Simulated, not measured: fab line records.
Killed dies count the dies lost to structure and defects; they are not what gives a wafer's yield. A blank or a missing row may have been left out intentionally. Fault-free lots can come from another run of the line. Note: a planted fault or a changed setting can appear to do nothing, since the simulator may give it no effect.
What tool caused it? | flow berkeleyCmos170 | 18 wafers sampled from 6 lots at 1 step of a route of 331

## WHAT THE GAUGES READ, wafer by wafer
UCB170_PWELL_THK_MEAS_03.
lot  | measured    | on           | PWELL_OXIDE_THK (nm)
L404 | day 3 15:54 | filmMetro-04 | 26.1 26.6 26.4
L410 | day 5 01:58 | filmMetro-01 | 26.4 26.7 26.5
L418 | day 6 11:52 | filmMetro-01 | 25.9 25.9 26.1
L419 | day 6 18:49 | filmMetro-02 | 25.8 25.5 25.6
L423 | day 7 01:55 | filmMetro-04 | 26.1 25.9 25.9
L425 | day 7 14:04 | filmMetro-04 | 26.3 26.2 26.1

## EACH LOT AND THE TOOL THAT RAN IT (in order: tool; ch and the chambers of the sampled wafers; start)
The record holds no process step before these readings.

## THE ANSWER, worked out from the rows above alone
Rule: what is usual is taken from the lots themselves. The widest of any qualifying gaps counts: lots, ordered by their means at a reading, are off when they make up no more than a third of the lots, leave a main group of 4 or more, and stand apart from it by 3 or more times the standard deviation of that group's means. A main group whose means are all the same, to the digits that the tables above print for the reading, isn't used. Also off: a lot with no number at a reading for which 4 or more lots have one. The other lots that the step has rows for count as sound.
Across all readings shown, no lot is off: no conclusion can be drawn from this.

## WHAT HAD BEEN PUT IN BY THE SIMULATOR
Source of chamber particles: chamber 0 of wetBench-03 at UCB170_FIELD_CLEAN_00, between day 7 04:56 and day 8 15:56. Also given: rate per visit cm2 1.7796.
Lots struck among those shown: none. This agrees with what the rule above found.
